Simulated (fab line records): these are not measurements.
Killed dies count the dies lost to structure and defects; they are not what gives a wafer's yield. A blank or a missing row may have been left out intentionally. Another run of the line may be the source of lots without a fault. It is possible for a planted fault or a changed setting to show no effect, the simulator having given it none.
Matching of chambers -- flow berkeley-cmos170 -- 4 sister chambers for UCB170_GATE_ETCH_15 on rie-si-01
The step etches poly-Si in HBr/Cl2, stops on SiO2, time 56.3 s, target depth 278.2 nm. 14 wafers are shown with their chamber, then 7 later ones without.

## WAFERS WITH THEIR CHAMBER
wafer,chamber,throttle-valve-pct (%),drypump-motor-current-A (A),oes-product-au (a.u.)
L214.1,3,26.52,5.7,0.819
L214.2,1,27.02,5.7,0.819
L214.3,2,26.49,6.3,0.842
L216.1,0,26.29,5.7,0.833
L216.2,3,26.51,5.7,0.823
L216.4,0,26.30,5.8,0.835
L221.2,3,26.51,5.7,0.809
L221.4,1,27.03,5.7,0.851
L221.5,2,26.69,6.3,0.818
L224.2,1,27.01,5.7,0.831
L224.3,3,26.51,5.7,0.817
L224.5,2,26.70,6.4,0.812
L229.1,1,27.02,5.8,0.832
L229.2,2,26.70,6.3,0.828

SIGNATURES, as means of the wafers listed above
reading,chamber 0,chamber 1,chamber 2,chamber 3,scatter within a chamber
throttle-valve-pct,26.2950,27.0200,26.6450,26.5125,0.0569
drypump-motor-current-A,5.750,5.725,6.325,5.700,0.0447
oes-product-au,0.83400,0.83325,0.82500,0.81700,0.0107
Rule: distance of a wafer from a chamber = root of the sum over the readings of ((wafer's reading minus chamber's mean) / reading's scatter) squared. If the next closest chamber is less than 2 further off than the closest, the wafer can't be placed; otherwise it belongs to the closest. The scatter: the root of (the sum of the squares of (reading less its chamber's mean) over the shown wafers, divided by (wafers less chambers)).

## WAFERS WHOSE CHAMBER IS MISSING
wafer,throttle-valve-pct (%),drypump-motor-current-A (A),oes-product-au (a.u.)
L229.3,26.51,5.7,0.802
L228.2,26.52,5.7,0.810
L228.4,27.02,5.8,0.833
L228.5,27.01,5.8,0.840
L232.3,26.52,5.7,0.814
L232.5,27.01,5.7,0.834
L232.6,26.70,6.4,0.824

## THE CHAMBER EACH PASSED THROUGH
wafer,from the rows above,in truth
L229.3,3,3
L228.2,3,3
L228.4,1,1
L228.5,1,1
L232.3,3,3
L232.5,1,1
L232.6,2,2
Correct placement for 7 of the 7. From these rows, 0 cannot be placed. 0 placed wrongly.
